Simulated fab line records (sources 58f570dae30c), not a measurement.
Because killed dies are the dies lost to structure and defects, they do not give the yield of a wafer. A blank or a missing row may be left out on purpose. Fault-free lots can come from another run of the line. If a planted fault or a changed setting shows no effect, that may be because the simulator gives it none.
fab line records ; flow berkeleyCmos170
[record] lots = 14; wafers = 42; lastDay = 13
route steps=331 shown ACTIVE@72 M2@286 M3@324
lots that met no fault: taken from a fault-free run of the same line
startH: hours from the record's first day to the start of the lot's first wafer shown ; waitH: how many hours have passed since the lot's step before this one ; " as in the row above ; L1.1+2: a row that stands for several wafers ; - no value, or no start was given ; * or withheld: withheld ; < > ~ a bound
route shown NAME@n: names a module that has steps shown in the file, with the first one's number in the route ; usual: average and standard deviation across the fault-free wafers ; same: alike in all rows ; chamber/n: place in a boat ; sites: each site's reading ; _std_site: the values' standard deviation ; _edge_site: mean of outer sites minus mean of inner sites ; radiusMm: how far each site lies from the wafer's centre ; mask NAME#n: copy n ; behind: the most recent tool/chamber to have shaped the wafer ; hold: the reason the lot was held/the length of the hold in hours/how it ended ; device: transistor that didn't switch, given as n, p or np ; end of line: tests of these same wafers at the route's end ; a step with no rows: only its recipe ; killed: dies lost to structure and defects at the first sort, not the wafer's yield ; map: shows each die of a wafer: x if killed, . if not, _ if none is there
set.NAME: setting as actually run; set.NAME@STEP: the setting as run at that earlier step ; model.NAME: the simulator's own value behind a step, which no gauge read
the route's steps for a sample of lots (tables are steps, rows are wafers)
[[steps]]
[step UCB170_ACTIVE_DEVELOP_12]
[recipe] developer = TMAH; developTimeS = 45; resist = KrF; devTempC = 21
[usual] developerTempC = 21.02/0.096
lot.wafer;tool;chamber;startH;waitH;developerTempC
L588.3;lithoTrack-01;0;123;-;21.00
L588.5;lithoTrack-01;0;123;-;20.89
L588.6;lithoTrack-01;0;123;-;20.83
L592.1;lithoTrack-01;0;144;-;20.91
L592.5;lithoTrack-01;0;144;-;21.02
L592.6;lithoTrack-01;0;144;-;20.96
L594.2;lithoTrack-04;0;144;-;21.00
L594.3;lithoTrack-04;0;144;-;20.98
L594.6;lithoTrack-04;0;144;-;21.05
L591.2;lithoTrack-04;0;145;-;20.95
L591.5;lithoTrack-04;0;145;-;20.90
L591.6;lithoTrack-04;0;145;-;21.09
L593.2;lithoTrack-02;0;145;-;21.18
L593.3;lithoTrack-02;0;145;-;21.04
L593.6;lithoTrack-02;0;145;-;21.15
L596.1;lithoTrack-01;0;158;-;21.06
L596.4;lithoTrack-01;0;158;-;20.78
L596.6;lithoTrack-01;0;158;-;21.01
L595.2;lithoTrack-01;0;158;-;20.98
L595.3;lithoTrack-01;0;158;-;21.08
L595.6;lithoTrack-01;0;159;-;21.09
L600.1;lithoTrack-01;0;169;-;21.06
L600.2;lithoTrack-01;0;169;-;21.00
L600.5;lithoTrack-01;0;169;-;21.07
L597.1;lithoTrack-04;0;169;-;21.17
L597.2;lithoTrack-04;0;169;-;21.10
L597.3;lithoTrack-04;0;169;-;21.10
L599.1;lithoTrack-04;0;170;-;23.10
L599.3;lithoTrack-04;0;170;-;23.19
L599.4;lithoTrack-04;0;170;-;23.11
L598.1;lithoTrack-02;0;170;-;20.95
L598.3;lithoTrack-02;0;170;-;21.03
L598.6;lithoTrack-02;0;170;-;20.91
L603.1;lithoTrack-01;0;180;-;20.88
L603.4;lithoTrack-01;0;180;-;20.92
L603.6;lithoTrack-01;0;180;-;20.95
L602.3;lithoTrack-04;0;181;-;23.20
L602.4;lithoTrack-04;0;181;-;23.19
L602.6;lithoTrack-04;0;181;-;23.01
L606.2;lithoTrack-01;0;208;-;21.02
L606.3;lithoTrack-01;0;208;-;20.96
L606.4;lithoTrack-01;0;208;-;21.22
[step UCB170_M2_CD_MEAS_15]
[recipe] targetCdNm = 700
[usual] cdNm = 700.1/1.4
lot.wafer;tool;chamber;startH;waitH;cdNm
L588.3;cdSem-01;-;212.92;-;698.2
L588.5;cdSem-01;-;212.92;-;699.5
L588.6;cdSem-01;-;212.92;-;699.5
L592.1;cdSem-02;-;235.11;-;701.6
L592.5;cdSem-02;-;235.11;-;699.6
L592.6;cdSem-02;-;235.11;-;698.8
L591.2;cdSem-01;-;235.87;-;699.9
L591.5;cdSem-01;-;235.87;-;698.5
L591.6;cdSem-01;-;235.87;-;698.1
L594.2;cdSem-01;-;238.36;-;701.3
L594.3;cdSem-01;-;238.36;-;701.7
L594.6;cdSem-01;-;238.36;-;701.2
L593.2;cdSem-01;-;245.05;-;698.6
L593.3;cdSem-01;-;245.05;-;699.5
L593.6;cdSem-01;-;245.05;-;700.6
L595.2;cdSem-02;-;253.98;-;701.1
L595.3;cdSem-02;-;253.98;-;700.3
L595.6;cdSem-02;-;253.98;-;700.4
L596.1;cdSem-01;-;254.03;-;697.8
L596.4;cdSem-01;-;254.03;-;698.1
L596.6;cdSem-01;-;254.03;-;700.0
L598.1;cdSem-01;-;262.40;-;699.8
L598.3;cdSem-01;-;262.40;-;699.3
L598.6;cdSem-01;-;262.40;-;700.0
L597.1;cdSem-02;-;263.82;-;699.6
L597.2;cdSem-02;-;263.82;-;699.1
L597.3;cdSem-02;-;263.82;-;700.0
L600.1;cdSem-01;-;270.90;-;701.6
L600.2;cdSem-01;-;270.90;-;701.2
L600.5;cdSem-01;-;270.90;-;701.9
L599.1;cdSem-01;-;271.62;-;699.8
L599.3;cdSem-01;-;271.62;-;700.0
L599.4;cdSem-01;-;271.62;-;702.9
L603.1;cdSem-01;-;275.70;-;701.1
L603.4;cdSem-01;-;275.70;-;701.9
L603.6;cdSem-01;-;275.70;-;702.0
L602.3;cdSem-02;-;278.52;-;699.0
L602.4;cdSem-02;-;278.52;-;697.5
L602.6;cdSem-02;-;278.52;-;699.9
L606.2;cdSem-02;-;298.57;-;701.3
L606.3;cdSem-02;-;298.57;-;700.8
L606.4;cdSem-02;-;298.57;-;701.8
[step UCB170_M3_CD_MEAS_15]
[recipe] targetCdNm = 700
[usual] cdNm = 700.4/1.7
lot.wafer;tool;chamber;startH;waitH;cdNm
L588.3;cdSem-02;-;219.22;-;701.2
L588.5;cdSem-02;-;219.22;-;700.1
L588.6;cdSem-02;-;219.22;-;699.5
L592.1;cdSem-01;-;241.31;-;700.8
L592.5;cdSem-01;-;241.31;-;702.3
L592.6;cdSem-01;-;241.31;-;700.5
L591.2;cdSem-01;-;242.33;-;700.5
L591.5;cdSem-01;-;242.33;-;701.1
L591.6;cdSem-01;-;242.33;-;701.2
L594.2;cdSem-01;-;246.58;-;701.4
L594.3;cdSem-01;-;246.58;-;700.6
L594.6;cdSem-01;-;246.58;-;702.3
L593.2;cdSem-02;-;251.90;-;697.5
L593.3;cdSem-02;-;251.90;-;698.0
L593.6;cdSem-02;-;251.90;-;698.6
L595.2;cdSem-01;-;259.49;-;700.3
L595.3;cdSem-01;-;259.49;-;698.0
L595.6;cdSem-01;-;259.49;-;699.8
L596.1;cdSem-01;-;259.72;-;699.1
L596.4;cdSem-01;-;259.72;-;699.7
L596.6;cdSem-01;-;259.72;-;700.6
L598.1;cdSem-02;-;270.52;-;699.6
L598.3;cdSem-02;-;270.52;-;699.4
L598.6;cdSem-02;-;270.52;-;700.9
L597.1;cdSem-02;-;272.17;-;698.0
L597.2;cdSem-02;-;272.17;-;700.0
L597.3;cdSem-02;-;272.17;-;698.9
L600.1;cdSem-01;-;276.54;-;703.7
L600.2;cdSem-01;-;276.54;-;702.7
L600.5;cdSem-01;-;276.54;-;702.0
L599.1;cdSem-01;-;277.43;-;702.0
L599.3;cdSem-01;-;277.43;-;703.0
L599.4;cdSem-01;-;277.43;-;702.9
L603.1;cdSem-01;-;282.57;-;700.3
L603.4;cdSem-01;-;282.57;-;700.9
L603.6;cdSem-01;-;282.57;-;701.3
L602.3;cdSem-01;-;286.48;-;696.2
L602.4;cdSem-01;-;286.48;-;697.3
L602.6;cdSem-01;-;286.48;-;695.9
L606.2;cdSem-01;-;306.93;-;698.9
L606.3;cdSem-01;-;306.93;-;699.3
L606.4;cdSem-01;-;306.93;-;699.7
[step UCB170_M3_CD_MEAS_90]
[recipe] targetCdNm = 700
[usual] cdNm = 698/3.3
lot.wafer;tool;chamber;startH;waitH;cdNm
L588.3;cdSem-02;-;219.70;0.1;703
L588.5;cdSem-02;-;219.70;0.1;696
L588.6;cdSem-02;-;219.70;0.1;701
L592.1;cdSem-01;-;241.79;0.1;696
L592.5;cdSem-01;-;241.79;0.1;705
L592.6;cdSem-01;-;241.79;0.1;696
L591.2;cdSem-01;-;242.81;0.1;702
L591.5;cdSem-01;-;242.81;0.1;699
L591.6;cdSem-01;-;242.81;0.1;701
L594.2;cdSem-02;-;247.06;0.1;696
L594.3;cdSem-02;-;247.06;0.1;697
L594.6;cdSem-02;-;247.06;0.1;698
L593.2;cdSem-01;-;252.39;0.1;695
L593.3;cdSem-01;-;252.39;0.1;693
L593.6;cdSem-01;-;252.39;0.1;697
L595.2;cdSem-02;-;259.98;0.1;697
L595.3;cdSem-02;-;259.98;0.1;695
L595.6;cdSem-02;-;259.98;0.1;700
L596.1;cdSem-01;-;260.20;0.1;693
L596.4;cdSem-01;-;260.20;0.1;693
L596.6;cdSem-01;-;260.20;0.1;695
L598.1;cdSem-01;-;271.02;0.1;699
L598.3;cdSem-01;-;271.02;0.1;701
L598.6;cdSem-01;-;271.02;0.1;701
L597.1;cdSem-01;-;272.65;0.1;692
L597.2;cdSem-01;-;272.65;0.1;701
L597.3;cdSem-01;-;272.65;0.1;696
L600.1;cdSem-01;-;277.02;0.1;700
L600.2;cdSem-01;-;277.02;0.1;694
L600.5;cdSem-01;-;277.02;0.1;698
L599.1;cdSem-02;-;277.92;0.1;693
L599.3;cdSem-02;-;277.92;0.1;702
L599.4;cdSem-02;-;277.92;0.1;694
L603.1;cdSem-01;-;283.06;0.1;701
L603.4;cdSem-01;-;283.06;0.1;694
L603.6;cdSem-01;-;283.06;0.1;699
L602.3;cdSem-01;-;286.97;0.1;696
L602.4;cdSem-01;-;286.97;0.1;695
L602.6;cdSem-01;-;286.97;0.1;693
L606.2;cdSem-02;-;307.45;0.1;700
L606.3;cdSem-02;-;307.45;0.1;700
L606.4;cdSem-02;-;307.45;0.1;698
[[key]]
[firstSign] step = UCB170_ACTIVE_DEVELOP_12; reading = developerTempC; direction = up; sigmas = 22; usual = *; struck = *
effect none on later readings
metAt UCB170_ACTIVE_DEVELOP_12
struckLots L599,L602
testerLeftOut L599,L602
[loopTrim] step = UCB170_ACTIVE_EXPOSE_10; setting = dose; lots = L602
notActingAt UCB170_M2_CD_MEAS_15,UCB170_M3_CD_MEAS_15,UCB170_M3_CD_MEAS_90
onsetBetween 169 170
[fault] kind = processParameterDrift; tool = lithoTrack-04; chamber = -; onsetH = 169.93; steps = UCB170_ACTIVE_DEVELOP_12; channel = devTempC; offset = *; shape = step; endH = 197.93; actsIn = *; stated = *
// testerLeftOut: of these lots the tester's yield and bins aren't shown, on N5 and GAA mostly nor the transistor test; their killed dies are dies lost to structure and defects alone, not to doping, threshold or leakage, so they don't give the yield
// loopTrim: a control loop set the setting to another value than it would have without faults
